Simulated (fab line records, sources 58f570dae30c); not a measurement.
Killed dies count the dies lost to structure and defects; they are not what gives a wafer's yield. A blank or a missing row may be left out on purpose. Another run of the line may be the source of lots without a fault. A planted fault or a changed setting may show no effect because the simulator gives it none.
Split-lot experiment    flow berkeleyCmos170    23 wafers read across 5 lots, on a route 331 steps long

## ABOUT THE SPLIT
At UCB170_M3_ETCH_17 (etches BARC in N2/H2), the setting sourceW was moved away from the recipe's 500 W on 7 of the 23 wafers read, by -10.3% to +6.9%. This setting was run at the recipe's value on the other wafers.

The split's own step is where the reading is taken.

## THE READING
oesProductAu, in a.u., at UCB170_M3_ETCH_17 (etches BARC in N2/H2). A value of 1.009 a.u. with a standard deviation of 0.018 a.u. is what fault-free wafers of this fab line usually give.

wafer   tool, chamber at the split  sourceW as run, W  against the recipe  oesProductAu, a.u.  against lot-mates on the recipe
L074.1  rieDiel-04, 2               500                recipe              0.994               -
L074.2  rieDiel-04, 1               500                recipe              0.994               -
L074.3  rieDiel-04, 0               500                recipe              1.011               -
L074.4  rieDiel-04, 3               500                recipe              0.984               -
L074.5  rieDiel-04, 1               500                recipe              0.997               -
L076.1  rieDiel-02, 0               500                recipe              1.009               -
L076.2  rieDiel-02, 2               448.7              -10.3%              0.971               -0.048
L076.3  rieDiel-02, 3               448.7              -10.3%              0.976               -0.043
L076.5  rieDiel-02, 1               500                recipe              1.033               -
L076.6  rieDiel-02, 0               500                recipe              1.015               -
L079.1  rieDiel-04, 1               500                recipe              1.004               -
L079.2  rieDiel-04, 0               522.6              +4.5%               1.046               +0.041
L079.3  rieDiel-04, 2               500                recipe              1.006               -
L079.5  rieDiel-04, 0               522.6              +4.5%               1.060               +0.055
L079.6  rieDiel-04, 1               522.6              +4.5%               1.025               +0.020
L082.2  rieDiel-04, 2               534.4              +6.9%               1.028               +0.043
L082.3  rieDiel-04, 3               500                recipe              0.974               -
L082.4  rieDiel-04, 0               534.4              +6.9%               1.051               +0.066
L082.5  rieDiel-04, 1               500                recipe              0.992               -
L082.6  rieDiel-04, 2               500                recipe              0.988               -
L083.3  rieDiel-04, 3               500                recipe              0.987               -
L083.5  rieDiel-04, 2               500                recipe              0.988               -
L083.6  rieDiel-04, 3               500                recipe              0.989               -

FIT RESULTS
A straight line over all 23 wafers: oesProductAu changes by +0.00451 a.u. for each +1% of sourceW; r = +0.73; the points scatter about the line by 0.017 a.u.
The same after taking each lot's own level away (the mean of its wafers on the recipe; 23 wafers): +0.00596 a.u. for each +1%; r = +0.91; scatter 0.011 a.u.
That fit puts the effect of the largest move of sourceW on the reading at 0.061 a.u.
The span of the lots' own levels, 0.9847 to 1.0190 a.u., comes to 1.9 times the standard deviation stated above.
So the lot-to-lot level blurs the effect unless lot-mates are compared.
Check: -0.0619 a.u. against its lot-mates is what the line predicts for one of the wafers moved furthest among these (-10.3%) when that wafer is left out of the fit. Against them it came out at -0.048 a.u.
Tool readings at the split's step, against how far the setting was moved: oesProductAu r = +0.73.

## OTHER SPLITS APPLIED TO THESE WAFERS
Before the reading, these wafers also passed through other splits. Each is held against what the fit with the lots' levels taken away leaves over:
other split on the same wafers                wafers away from the commonest value  r with oesProductAu (lot level and that fit taken away)
UCB170_NSD_EXPOSE_03 doseMj                   9                                     -0.07
UCB170_BACKSIDE_STRIP_03 powerW               5                                     +0.15
UCB170_SILICIDE_SPUTTER_01 chamberPressurePa  15                                    -0.20
UCB170_M1_COAT_04 resistThkNm                 7                                     -0.44
UCB170_V1_CVD_00 timeS                        10                                    +0.06
UCB170_M2_SPUTTER_01 chamberPressurePa        18                                    -0.05
UCB170_M2_PEB_13 pebTempC                     8                                     -0.11
UCB170_M3_PEB_13 pebTempC                     7                                     +0.05

## THE FILE'S OWN FIT
oesProductAu changes by +0.0059 a.u. for each +1% of sourceW, r = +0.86.
